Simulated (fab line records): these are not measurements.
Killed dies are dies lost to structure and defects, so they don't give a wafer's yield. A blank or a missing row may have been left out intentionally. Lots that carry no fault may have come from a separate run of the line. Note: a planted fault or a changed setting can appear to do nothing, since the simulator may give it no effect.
Code-filled problem report in 8D (eight disciplines) form | flow berkeley_cmos170 | the parts of the form that need people (team, actions taken, sign-off) are left out

## 1. WHAT WENT WRONG
Mean NWELL_OVL at UCB170_NWELL_OVL_MEAS_12: 892 nm over 9 wafers in 3 lots; fault-free wafers: 1 nm, standard deviation 5.9. That is +99 or more standard deviations from the usual mean.
The first sign was on wafer L196.4 at day 3 18:32, on overlay-01. The record has a number at this step for 45 wafers belonging to 15 lots. The rule behind "out" and "out of limits": a value lying over 4 standard deviations away from the usual mean. The other wafers with a number count as sound.

## 2. WHAT THIS IS AND IS NOT
question                    | is                     | is not
which readings at this step | NWELL_OVL              | -
which lots                  | L196, L198, L199       | L190, L191, L193, L194, L195, L197, L205, L206, L207, L209, L210, L211
which wafers of those lots  | all that have a number | -
read on which gauges        | overlay-01             | overlay-02
when                        | from day 3 18:32       | up to then (18 sound wafers); but 18 sound wafers of L205, L206, L207, L209, L210, L211 came after

## 3. SUSPECTS, AND WHAT RULES EACH OUT
Counting: a tool stays on the suspect list if, at a process step up to the reading, it processed all lots that are out and no sound lot following the first of them.
- the gauge at UCB170_NWELL_OVL_MEAS_12: kept. All the wafers that are out were read on overlay-01, and no step on other tools shows them out.
- krf_scanner-02 at UCB170_NWELL_EXPOSE_09 (exposes mask NWELL, target cd 3000 nm): kept. All lots that are out passed through it, beginning with L196 at day 3 18:00, and no sound lot followed; its final sound lot before that point was L194 at day 3 03:07.
Left after counting: krf_scanner-02 at UCB170_NWELL_EXPOSE_09, overlay-01 at UCB170_NWELL_OVL_MEAS_12.

## 4. THE CAUSE (what the simulator had put in)
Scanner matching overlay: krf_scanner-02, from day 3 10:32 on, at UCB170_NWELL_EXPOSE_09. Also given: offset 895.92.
After counting, 2 suspects remain, this tool included.

## 5. THE EFFECT CHAIN, in route order
One row per reading whose mean, taken over the struck wafers that have a number, lies over 3 standard deviations from the usual. Only readings whose record carries a usual standard deviation are examined. hours: median over the lots of the time between each lot's start at the first step of this table that gives one and its start at this step. sigmas: the change, counted in usual standard deviations.
hours | step                     | reading   | usual | on struck wafers | change | sigmas
0     | UCB170_NWELL_OVL_MEAS_12 | NWELL_OVL | 1 nm  | 892              | +891   | +99 or more

## 6. WHAT WOULD HAVE CAUGHT IT SOONER
8 hours passed between the start of the fault at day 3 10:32 and the first reading out of limits at a measuring or inspecting step in this record, taken at day 3 18:32.
Lots out: 3; of these, L198, L199 started UCB170_NWELL_EXPOSE_09 on krf_scanner-02 after day 3 18:32. A hold on the tool at that time would have spared those 2.
